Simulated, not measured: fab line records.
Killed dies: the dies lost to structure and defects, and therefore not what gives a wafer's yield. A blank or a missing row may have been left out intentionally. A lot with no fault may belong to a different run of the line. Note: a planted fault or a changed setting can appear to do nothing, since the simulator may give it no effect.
Comparing a struck lot with a sound one :: flow rit cmos :: 43 steps out of a route of 202
Sound: these wafers, L274.1, L274.2, L274.6. Struck: wafers L280.2, L280.5 (left out: L280.6, a lot-mate that was not struck); the cause follows at the end.
Per side, at each step with rows, come the tool, then ch with its chambers, and then its first start. Under that, the readings that differ: sound wafers :: struck wafers :: difference of the means :: sigmas: that difference in standard deviations of wafers without a fault.
alike: a reading whose means differ by less than 2 such deviations, as well as words and numbers matching on both sides. not compared: withheld readings; readings where some wafer has no value; bounds like >300 that might hide an equal value; numbers whose values overlap and for which the record gives no deviation.
Wherever a step has rows on one side only, a row that says differs or no value, or a row with sigmas, the two part there. Non-overlapping numbers with no deviation appear without sigmas and do not part them. A reading that every wafer of one side lacks parts them only if that side has two wafers or more.

first, 2 steps without rows for these wafers: RIT_REOX_CLEAN_02 (cleans in SC2, time 600 s); RIT_REOX_OXIDATION_03 (target thk 25.2 nm, ox time 5580 s).
RIT_REOX_THK_MEAS_04:
  sound on film metro-01, day 3 18:02; struck on film metro-04, day 4 23:17
reading: REOX_OXIDE_THK (nm)
sound: 24.2 24.2 23.9
struck: 25.8 26.1
difference: +1.9
sigmas: +3
then, 6 steps without rows for these wafers: RIT_NLDD_HMDS_00 (prime time 60 s); RIT_NLDD_COAT_01 (resist thk 1000 nm); RIT_NLDD_SOFTBAKE_02 (time 60 s); RIT_NLDD_EXPOSE_03 (exposes mask M7, target cd 40700 nm); RIT_NLDD_PEB_04; RIT_NLDD_DEVELOP_05 (develop time 50 s).
RIT_NLDD_OVL_MEAS_06:
  sound on overlay-01, day 3 19:15; struck on overlay-02, day 5 00:32
  alike: NLDD_OVL
then, 2 steps without rows for these wafers: RIT_NLDD_HARDBAKE_07 (time 60 s); RIT_NLDD_IMPLANT_08.
RIT_NLDD_STRIP_09: strips in O2, time 180 s.
  sound on plasma asher-03 ch 0,1, day 3 19:35; struck on plasma asher-03 ch 0, day 5 01:01
  alike: drypump motor current A
  not compared: rf hours counter h
RIT_NLDD_TW_MEAS_10:
  sound on film metro-04, day 3 19:46; struck on film metro-02, day 5 01:11
  alike: NLDD_TW
then, 6 steps without rows for these wafers: RIT_PLDD_HMDS_00 (prime time 60 s); RIT_PLDD_COAT_01 (resist thk 1000 nm); RIT_PLDD_SOFTBAKE_02 (time 60 s); RIT_PLDD_EXPOSE_03 (exposes mask M8, target cd 40900 nm); RIT_PLDD_PEB_04; RIT_PLDD_DEVELOP_05 (develop time 50 s).
RIT_PLDD_OVL_MEAS_06:
  sound on overlay-02, day 3 20:40; struck on overlay-02, day 5 02:14
  alike: PLDD_OVL
then, 2 steps without rows for these wafers: RIT_PLDD_HARDBAKE_07 (time 60 s); RIT_PLDD_IMPLANT_08.
RIT_PLDD_STRIP_09: strips in O2, time 180 s.
  sound on plasma asher-02 ch 0,1, day 3 21:01; struck on plasma asher-01 ch 0,1, day 5 02:34
  alike: drypump motor current A
  not compared: rf hours counter h
RIT_PLDD_TW_MEAS_10:
  sound on film metro-03, day 3 21:11; struck on film metro-04, day 5 02:44
  alike: PLDD_TW
then, 4 steps without rows for these wafers: RIT_SPACER_CLEAN_00 (cleans in SC1, time 600 s); RIT_SPACER_CLEAN_01 (cleans in dHF, time 30 s); RIT_SPACER_CLEAN_02 (cleans in SC2, time 600 s); RIT_SPACER_CVD_03 (deposits Si3N4 from SiH2Cl2/NH3, target thk 250 nm, time 3300 s).
RIT_SPACER_THK_MEAS_04:
  sound on film metro-03, day 3 23:53; struck on film metro-03, day 5 05:06
  alike: SPACER_NITRIDE_THK
RIT_SPACER_ETCHBACK_05: etches Si3N4 in SF6/CHF3, stops on SiO2, target depth 250 nm, time 240 s.
  sound on rie diel-01 ch 1,2,3, day 3 23:56; struck on rie diel-02 ch 0,1, day 5 05:09
  alike: drypump motor current A, oes product au, throttle valve pct
  not compared: rf hours counter h
then, 6 steps without rows for these wafers: RIT_NSD_HMDS_00 (prime time 60 s); RIT_NSD_COAT_01 (resist thk 1000 nm); RIT_NSD_SOFTBAKE_02 (time 60 s); RIT_NSD_EXPOSE_03 (exposes mask M9, target cd 40700 nm); RIT_NSD_PEB_04; RIT_NSD_DEVELOP_05 (develop time 50 s).
RIT_NSD_OVL_MEAS_06:
  sound on overlay-02, day 4 00:56; struck on overlay-02, day 5 06:10
  alike: NSD_OVL
then, 2 steps without rows for these wafers: RIT_NSD_HARDBAKE_07 (time 60 s); RIT_NSD_IMPLANT_08.
RIT_NSD_STRIP_09: strips in O2, time 180 s.
  sound on plasma asher-02 ch 0,1, day 4 01:16; struck on plasma asher-01 ch 0, day 5 06:29
  alike: drypump motor current A
  not compared: rf hours counter h
RIT_NSD_TW_MEAS_10:
  sound on film metro-02, day 4 01:27; struck on film metro-02, day 5 06:40
  alike: NSD_TW
RIT_M1_PROBE_99:
  sound on prober-01, day 4 11:40; struck on prober-02, day 5 20:22
reading: killed at front end
sound: 7 5 4
struck: 51 47
difference: +44
sigmas: +15

reading: killed dies
sound: 7 5 4
struck: 51 47
difference: +44
sigmas: +15
  alike: killed at contacts, killed open, killed short

== WHERE THEY PART ==
First at RIT_REOX_THK_MEAS_04; last, within this record, at RIT_M1_PROBE_99.

WHY: the cause the simulator had injected
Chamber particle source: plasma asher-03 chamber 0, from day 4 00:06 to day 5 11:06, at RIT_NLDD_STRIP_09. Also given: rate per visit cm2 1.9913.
